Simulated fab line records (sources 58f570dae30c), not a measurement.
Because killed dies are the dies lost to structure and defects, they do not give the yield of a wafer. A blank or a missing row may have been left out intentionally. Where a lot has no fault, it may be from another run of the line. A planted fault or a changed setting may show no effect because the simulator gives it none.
fab line records | flow berkeleyCmos170
[record] lots = 7 | wafers = 21 | lastDay = 12
route steps=331 shown CONTACT@217
lots that met no fault: taken from a fault-free run of the same line
startH: start of the lot's first displayed wafer, in hours after the record's first day | waitH: hours elapsed since this lot's preceding step | " the same as in the row above | L1.1+2: several wafers, shown together as one row | - no value, or no start given | * or withheld: withheld | < > ~ a bound
route shown NAME@n: names a module that has steps shown in the file, with the first one's number in the route | usual: mean and standard deviation over wafers with no fault | same: alike in all rows | chamber/n: place in a boat | sites: readings site by site | _std_site: standard deviation across them | _edge_site: outer sites' mean less inner sites' | radiusMm: for every site, how far away it sits from the centre of the wafer | mask NAME#n: copy n | behind: the most recent tool/chamber to have shaped the wafer | hold: the reason the lot was held/the length of the hold in hours/how it ended | device: whichever transistor did not switch (one of n, p or np) | end of line: tests run on the same wafers once the route is complete | a step given without rows: its recipe and nothing more | killed: the dies lost at the first sort to structure and to defects; this is not the yield of the wafer | map: dies across one wafer; x = killed, . = not, _ = none there
set.NAME: the run value of the setting; set.NAME@STEP: its run value at that earlier step | model.NAME: the simulator's own value behind a step, which no gauge read
a table for each step, a row for each wafer; lots at some steps of the route
services: the hour from which a tool's chamber was out of use, counted from the record's first day as startH (under 0 if before that day), plus the number of hours and why
[[steps]]
[step UCB170_CONTACT_CVD_01]
[recipe] material = PSG | targetThkNm = 700 | tempC = 450 | precursor = SiH4/O2/PH3 | timeS = 2820 | pressureMtorr = 300 | sih4FlowSccm = 60 | o2FlowSccm = 90 | ph3FlowSccm = 25
[step UCB170_CONTACT_THK_MEAS_02]
[recipe] reads = PSG_of_CONTACT_CVD_01
[usual] CONTACT_PSG_THK = 700/6
lot.wafer | tool         | chamber | startH | waitH | CONTACT_PSG_THK[nm]
L368.3    | filmMetro-03 | -       | 206.54 | 0.0   | 694
L368.4    | "            | -       | "      | "     | 695
L368.6    | "            | -       | "      | "     | 696
L369.4    | filmMetro-02 | -       | 206.55 | 0.0   | 693
L369.5    | "            | -       | "      | "     | 695
L369.6    | "            | -       | "      | "     | 697
L371.1    | filmMetro-02 | -       | 217.29 | 0.0   | 686
L371.2    | "            | -       | "      | "     | 690
L371.4    | "            | -       | "      | "     | 691
L373.1    | filmMetro-01 | -       | 235.82 | 0.0   | 708
L373.2    | "            | -       | "      | "     | 701
L373.4    | "            | -       | "      | "     | 703
L376.2    | filmMetro-01 | -       | 250.34 | 0.0   | 713
L376.3    | "            | -       | "      | "     | 709
L376.5    | "            | -       | "      | "     | 708
L377.1    | filmMetro-02 | -       | 260.70 | 0.0   | 703
L377.2    | "            | -       | "      | "     | 699
L377.5    | "            | -       | "      | "     | 698
L381.2    | filmMetro-02 | -       | 271.44 | 0.0   | 699
L381.3    | "            | -       | "      | "     | 707
L381.4    | "            | -       | "      | "     | 704
[step UCB170_CONTACT_HMDS_03]
[recipe] primeTimeS = 60 | primeTempC = 100
[step UCB170_CONTACT_COAT_04]
[recipe] resist = KrF | spinRpm = 1500 | resistThkNm = 900
[step UCB170_CONTACT_SOFTBAKE_05]
[recipe] resist = KrF | tempC = 130 | timeS = 60
[step UCB170_CONTACT_STRIP_06]
[recipe] chemistry = O2 | powerW = 400 | pressureMtorr = 3500 | platenTempC = withheld | o2FlowSccm = 400 | overashFraction = 0.5
[usual] drypumpMotorCurrentA = 5.6/0.65 | oesProductAu = 0.736/0.0045 | stripTimeToEndpointS = 21.93/0.066
lot.wafer | tool           | chamber | startH | waitH | drypumpMotorCurrentA | oesProductAu | rfHoursCounterH | stripTimeToEndpointS
L368.3    | plasmaAsher-04 | 0       | 207.06 | 0.1   | 6.0                  | 0.744        | -               | 21.92
L368.4    | "              | 1       | "      | "     | 4.7                  | 0.743        | -               | 21.92
L368.6    | "              | 1       | "      | "     | 4.7                  | 0.734        | -               | 21.89
L369.4    | plasmaAsher-03 | 1       | 207.06 | 0.1   | 4.8                  | 0.730        | -               | 21.99
L369.5    | "              | 1       | "      | "     | 4.9                  | 0.739        | -               | 21.92
L369.6    | "              | 0       | "      | "     | 5.9                  | 0.732        | -               | 21.97
L371.1    | plasmaAsher-01 | 1       | 218.28 | 0.1   | 5.5                  | 0.731        | 45              | 21.81
L371.2    | "              | 0       | "      | "     | 6.6                  | 0.733        | 45              | 21.78
L371.4    | "              | 1       | "      | "     | 5.5                  | 0.748        | -               | 21.84
L373.1    | plasmaAsher-04 | 0       | 236.59 | 0.1   | 6.0                  | 0.734        | 52              | 21.92
L373.2    | "              | 1       | "      | "     | 4.7                  | 0.740        | 52              | 21.97
L373.4    | "              | 1       | "      | "     | 4.7                  | 0.735        | -               | 21.97
L376.2    | plasmaAsher-03 | 0       | 251.20 | 0.1   | 5.9                  | 0.737        | 12              | 21.86
L376.3    | "              | 1       | "      | "     | 4.8                  | 0.732        | -               | 21.85
L376.5    | "              | 1       | "      | "     | 4.9                  | 0.731        | -               | 21.82
L377.1    | plasmaAsher-01 | 1       | 261.80 | 0.1   | 5.5                  | 0.723        | 51              | 21.91
L377.2    | "              | 0       | "      | "     | 6.6                  | 0.723        | 51              | 21.96
L377.5    | "              | 0       | "      | "     | 6.6                  | 0.735        | -               | 21.92
L381.2    | plasmaAsher-04 | 0       | 271.94 | 0.1   | 6.1                  | 0.727        | 54              | 21.96
L381.3    | "              | 0       | "      | "     | 6.0                  | 0.738        | -               | 21.86
L381.4    | "              | 1       | "      | "     | 4.7                  | 0.734        | -               | 21.91
[step UCB170_CONTACT_CLEAN_07]
[recipe] chemistry = SPM | tempC = 120 | timeS = 600
[step UCB170_CONTACT_RTA_08]
[recipe] tempC = 900 | timeS = 10 | ambient = N2
[usual] lampPowerPct = 24.4/2.1 | wafer_temp_C_max = 905.8/1.2
lot.wafer | tool         | chamber | startH | waitH | lampPowerPct | wafer_temp_C_max
L368.3    | rtpAnneal-01 | 0       | 208.01 | 0.2   | 25.8         | 906.1
L368.4    | "            | 0       | "      | "     | 25.8         | 905.2
L368.6    | "            | 0       | "      | "     | 25.8         | 906.3
L369.4    | rtpAnneal-01 | 0       | 208.09 | 0.2   | 25.8         | 904.1
L369.5    | "            | 0       | "      | "     | 25.8         | 904.3
L369.6    | "            | 0       | "      | "     | 25.8         | 906.6
L371.1    | rtpAnneal-02 | 0       | 219.78 | 0.0   | 21.1         | 907.8
L371.2    | "            | 0       | "      | "     | 21.1         | 906.2
L371.4    | "            | 0       | "      | "     | 21.1         | 907.2
L373.1    | rtpAnneal-01 | 0       | 236.88 | 0.0   | 25.8         | 905.6
L373.2    | "            | 0       | "      | "     | 25.8         | 904.6
L373.4    | "            | 0       | "      | "     | 25.8         | 907.0
L376.2    | rtpAnneal-02 | 0       | 251.48 | 0.0   | 21.1         | 905.8
L376.3    | "            | 0       | "      | "     | 21.1         | 907.0
L376.5    | "            | 0       | "      | "     | 21.1         | 908.4
L377.1    | rtpAnneal-02 | 0       | 262.07 | 0.0   | 21.1         | 906.4
L377.2    | "            | 0       | "      | "     | 21.1         | 907.3
L377.5    | "            | 0       | "      | "     | 21.1         | 907.0
L381.2    | rtpAnneal-02 | 0       | 272.22 | 0.0   | 21.0         | 906.2
L381.3    | "            | 0       | "      | "     | 21.1         | 906.5
L381.4    | "            | 0       | "      | "     | 21.1         | 907.7
[step UCB170_CONTACT_COAT_09]
[recipe] resist = BARC | tempC = withheld | timeS = withheld | spinRpm = 3000 | resistThkNm = withheld
[step UCB170_CONTACT_COAT_10]
[recipe] resist = KrF | spinRpm = 1500 | resistThkNm = 900
[step UCB170_CONTACT_SOFTBAKE_11]
[recipe] resist = KrF | tempC = 130 | timeS = 60
[step UCB170_CONTACT_EXPOSE_12]
[recipe] maskId = CONT | targetCdNm = 700 | na = 0.5 | sigmaOuter = 0.6 | sourceShape = conventional | doseMj = 35
[step UCB170_CONTACT_PEB_13]
[recipe] pebTempC = 130 | pebTimeS = withheld | resist = KrF
[usual] chillPlateTempC = 23.03/0.11 | exhaustPa = 45.2/0.92 | resistLineTempC = 22.98/0.11
lot.wafer | tool          | chamber | startH | waitH | chillPlateTempC | exhaustPa | resistLineTempC
L368.3    | lithoTrack-01 | -       | 209.63 | 0.5   | -               | -         | -
L368.4    | "             | -       | "      | "     | -               | -         | -
L368.6    | "             | -       | "      | "     | -               | -         | -
L369.4    | lithoTrack-04 | -       | 209.83 | 0.6   | -               | -         | -
L369.5    | "             | -       | "      | "     | -               | -         | -
L369.6    | "             | -       | "      | "     | -               | -         | -
L371.1    | lithoTrack-04 | -       | 220.66 | 0.1   | -               | -         | -
L371.2    | "             | -       | "      | "     | -               | -         | -
L371.4    | "             | -       | "      | "     | -               | -         | -
L373.1    | lithoTrack-01 | 0       | 237.94 | 0.4   | 22.99           | 45.6      | 23.04
L373.2    | "             | 0       | "      | "     | 23.07           | 44.5      | 22.99
L373.4    | "             | 0       | "      | "     | 23.04           | 45.0      | 23.04
L376.2    | lithoTrack-02 | 0       | 252.74 | 0.4   | 22.99           | 44.0      | 23.06
L376.3    | "             | 0       | "      | "     | 23.16           | 44.3      | 22.91
L376.5    | "             | 0       | "      | "     | 22.99           | 44.1      | 22.88
L377.1    | lithoTrack-01 | 0       | 263.05 | 0.1   | 23.01           | 46.3      | 22.97
L377.2    | "             | 0       | "      | "     | 22.99           | 45.1      | 22.88
L377.5    | "             | 0       | "      | "     | 22.94           | 45.2      | 22.89
L381.2    | lithoTrack-02 | 0       | 272.87 | 0.1   | 23.05           | 44.4      | 22.99
L381.3    | "             | 0       | "      | "     | 23.07           | 45.1      | 23.09
L381.4    | "             | 0       | "      | "     | 23.17           | 44.0      | 23.02
[step UCB170_CONTACT_DEVELOP_14]
[recipe] developer = TMAH | developTimeS = 45 | resist = KrF | devTempC = 21
[[services]]
tool           | chamber | startH | hours | kind
rtpAnneal-01   | -       | 216.47 | 5.7   | pm
plasmaAsher-03 | -       | 228.49 | 5.8   | repair
plasmaAsher-04 | -       | 233.75 | 0.6   | repair
plasmaAsher-04 | -       | 249.31 | 12.7  | repair
[[key]]
[firstSign] step = UCB170_CONTACT_PEB_13 | reading = toolRecord | direction = missing
effect none on later readings
metAt UCB170_CONTACT_PEB_13
struckWafers L368.3,L368.4,L368.6,L369.4,L369.5,L369.6,L371.1,L371.2,L371.4
laterRowsLeftOut L368.3,L368.4,L368.6,L369.4,L369.5,L369.6,L371.1,L371.2,L371.4
sortLeftOut L368.3,L368.4,L368.6,L369.4,L369.5,L369.6,L371.1,L371.2,L371.4
testerLeftOut L368,L369,L371
[fault] kind = skippedStepWhole | tool = lithoTrack-01,lithoTrack-04 | chamber = - | onsetH = 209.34 | steps = UCB170_CONTACT_PEB_13 | scope = struckLotsOnly
// testerLeftOut: of these lots the tester's yield and bins aren't shown, on N5 and GAA mostly nor the transistor test; their killed dies are dies lost to structure and defects alone, not to doping, threshold or leakage, so they don't give the yield
// sortLeftOut: the simulated sort isn't trusted on such a fault, so these wafers' sort isn't shown, and their yield isn't known
// laterRowsLeftOut: the simulator's readings of these wafers behind a module that went badly wrong aren't trusted and aren't shown, but for the sort
